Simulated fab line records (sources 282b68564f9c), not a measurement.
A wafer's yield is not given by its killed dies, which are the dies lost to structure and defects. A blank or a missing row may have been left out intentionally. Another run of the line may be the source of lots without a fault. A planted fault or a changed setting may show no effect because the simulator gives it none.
Struck lot and sound lot, side by side / flow rit cmos / 15 steps out of a route of 202
Sound: wafers L258.1, L258.3, L258.4. Wafers L267.1, L267.3, L267.5 were the ones struck. Last of all comes the cause.
For every step that has rows: the tool of each side, followed by ch and its chambers, followed by its first start. Under that, the readings that differ: sound wafers / struck wafers / difference of the means / sigmas: that difference in standard deviations of wafers without a fault.
alike: readings whose means differ by less than 2 such deviations, and words and numbers that are the same on both sides. not compared: withheld readings, readings that some wafer has no value for, bounds like >300 that may hide the same value, and numbers for which the record gives no deviation and whose values overlap.
A row with sigmas, a row that says differs or no value, or rows on one side alone: a step with any of these is where the two part. Non-overlapping numbers with no deviation appear without sigmas and do not part them. Lack of a reading on every wafer of one side parts them only where that side has two or more wafers.

first, 4 steps without rows for these wafers: RIT_GATE_CLEAN_01 (cleans in SC1, time 600 s); RIT_GATE_CLEAN_02 (cleans in dHF, time 30 s); RIT_GATE_CLEAN_03 (cleans in SC2, time 600 s); RIT_GATE_CLEAN_04 (cleans in dHF, time 60 s).
RIT_FOX2_THK_MEAS_91:
  struck on film metro-02, day 5 05:21; sound on film metro-02, day 3 04:30
  alike: FIELD_OXIDE_LEFT_2_THK
then, 2 steps without rows for these wafers: RIT_GATE_OXIDATION_05 (target thk 3 nm, ox time 270 s); RIT_GATE_ANNEAL_06 (time 600 s).
RIT_GATE_THK_MEAS_07:
  struck on film metro-03, day 5 13:40; sound on film metro-02, day 3 06:39
  alike: GATE_OXIDE_THK
then, 1 step without rows for these wafers: RIT_GATE_CVD_08 (deposits poly-Si from SiH4, target thk 250 nm, time 2220 s).
RIT_GATE_THK_MEAS_09:
  struck on film metro-04, day 5 15:21; sound on film metro-04, day 3 08:19
  alike: GATE_POLY_THK
then, 2 steps without rows for these wafers: RIT_GATE_HMDS_10 (prime time 60 s); RIT_GATE_COAT_11 (resist thk 850 nm).
RIT_GATE_SOFTBAKE_12: time 60 s.
  sound on litho track-01 ch 0, day 3 08:41; struck on litho track-03 ch 0, day 5 15:43
reading=heater power total W (W); sound=34.54 34.54 34.43; struck=33.80 33.77 33.73; difference=-0.74; sigmas=-14
reading=plate temp C (C); sound=90.00 90.17 89.99; struck=88.60 88.52 88.42; difference=-1.54; sigmas=-14
  alike: exhaust pa, resist line temp C
then, 1 step without rows for these wafers: RIT_GATE_EXPOSE_13 (exposes mask M6, target cd 150 nm).
RIT_M1_PROBE_99:
  struck on prober-02, day 6 16:03; sound on prober-01, day 4 06:40
  alike: killed at front end, killed dies, killed on rim, killed open, killed short

WHERE THEY PART
RIT_GATE_SOFTBAKE_12 only, going by this record. Later steps at which nothing parts them and some readings are alike: RIT_M1_PROBE_99.

WHY: whatever the simulator had introduced
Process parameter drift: litho track-03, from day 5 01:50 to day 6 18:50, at RIT_GATE_SOFTBAKE_12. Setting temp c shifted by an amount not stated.
